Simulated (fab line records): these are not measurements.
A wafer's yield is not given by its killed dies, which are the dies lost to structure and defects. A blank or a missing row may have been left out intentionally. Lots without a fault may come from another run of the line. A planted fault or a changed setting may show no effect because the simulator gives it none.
Lot-split experiment	flow rit-cmos	on a route of 202 steps: 5 lots, 23 wafers read

SPLIT DETAILS
At RIT_PRETRO_COAT_01 (resist thk 1300 nm), the setting spin-rpm was moved away from the recipe's 2000 rpm on 10 of the 23 wafers read, by -6.5% to +5.9%. This setting was run at the recipe's value on the other wafers.

FROM THE SPLIT TO THE READING: what the file shows between them, 3 steps
- RIT_PRETRO_SOFTBAKE_02: time 60 s
- RIT_PRETRO_EXPOSE_03: exposes mask M5, target cd 43700 nm
- RIT_PRETRO_DEVELOP_05: develop time 68 s

THE READING
NOVOLAK_of_PRETRO_COAT_01.thk-nm (the simulator's own value, which no gauge read), in nm, at RIT_PRETRO_HARDBAKE_07 (time 120 s). There is no usual value for it anywhere in the file. The 13 wafers here that ran the recipe average 1137 nm, standard deviation 4.8 nm.

wafer	tool, chamber at the split	spin-rpm as run, rpm	against the recipe	NOVOLAK_of_PRETRO_COAT_01.thk-nm, nm	against lot-mates on the recipe
L074.1	litho-track-01, 0	2118	+5.9%	1109	-30
L074.6	litho-track-01, 0	2118	+5.9%	1109	-30
L074.3	litho-track-01, 0	2000	recipe	1139	-
L074.4	litho-track-01, 0	2000	recipe	1139	-
L074.5	litho-track-01, 0	2118	+5.9%	1112	-27
L078.1	litho-track-04, 0	1962	-1.9%	1151	+10
L078.2	litho-track-04, 0	1962	-1.9%	1154	+13
L078.3	litho-track-04, 0	2000	recipe	1141	-
L078.5	litho-track-04, 0	2000	recipe	1138	-
L078.6	litho-track-04, 0	2000	recipe	1143	-
L080.1	litho-track-04, 0	1898	-5.1%	1167	+30
L080.3	litho-track-04, 0	2000	recipe	1138	-
L080.4	litho-track-04, 0	2000	recipe	1136	-
L080.5	litho-track-04, 0	1898	-5.1%	1169	+32
L080.6	litho-track-04, 0	1898	-5.1%	1166	+29
L082.1	litho-track-04, 0	1870	-6.5%	1170	+41
L082.5	litho-track-04, 0	1870	-6.5%	1170	+41
L082.2	litho-track-04, 0	2000	recipe	1128	-
L082.4	litho-track-04, 0	2000	recipe	1133	-
L082.6	litho-track-04, 0	2000	recipe	1127	-
L084.3	litho-track-04, 0	2000	recipe	1142	-
L084.5	litho-track-04, 0	2000	recipe	1140	-
L084.6	litho-track-04, 0	2000	recipe	1137	-

FIT RESULTS
A straight line over all 23 wafers: NOVOLAK_of_PRETRO_COAT_01.thk-nm changes by -5.14 nm for each +1% of spin-rpm; r = -0.97; the points scatter about the line by 4.4 nm.
The same after taking each lot's own level away (the mean of its wafers on the recipe; 23 wafers): -5.59 nm for each +1%; r = -0.99; scatter 2.4 nm.
On that fit, the largest move of spin-rpm shifts the reading by 36 nm.
The lots' own levels span 1129.3 to 1140.7 nm, that is 2.4 times the standard deviation above.
The two slopes agree, so the slope changes little with the lot-to-lot level.
Check: for one of the wafers moved furthest among these (-6.5%), held out of the fit, the line's prediction against its lot-mates is +36.9 nm. Against them it came out at +40.7 nm.

OTHER SPLITS ON THESE WAFERS
These wafers also went through other splits before the reading. Each is held against what the fit with the lots' levels taken away leaves over:
other split on the same wafers	wafers away from the commonest value	r with NOVOLAK_of_PRETRO_COAT_01.thk-nm (lot level and that fit taken away)
RIT_ACTIVE_OXIDATION_01 temp-c	5	-0.11
RIT_ACTIVE_CVD_03 temp-c	10	-0.05
RIT_ACTIVE_ETCH_13 pressure-mtorr	15	+0.05
RIT_FOX2_OXIDATION_00 temp-c	10	-0.09
RIT_FOX2_WET_ETCH_03 time-s	15	+0.04
RIT_NRETRO_COAT_01 spin-rpm	11	+0.20

THE WHOLE CHAIN: every reading that the file lists as answering this split, in the file's order
step	what it does	reading	change (the file's fit)	r (the file's)
RIT_PRETRO_COAT_01	resist thk 1300 nm	NOVOLAK_of_PRETRO_COAT_01.thk-nm (the simulator's own value, which no gauge read)	-6.66 nm for each +1% of the setting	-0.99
RIT_PRETRO_HARDBAKE_07	time 120 s	NOVOLAK_of_PRETRO_COAT_01.thk-nm (the simulator's own value, which no gauge read)	-5.73 nm for each +1% of the setting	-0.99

THE FILE'S OWN FIT
NOVOLAK_of_PRETRO_COAT_01.thk-nm changes by -5.73 nm for each +1% of spin-rpm, r = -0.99.
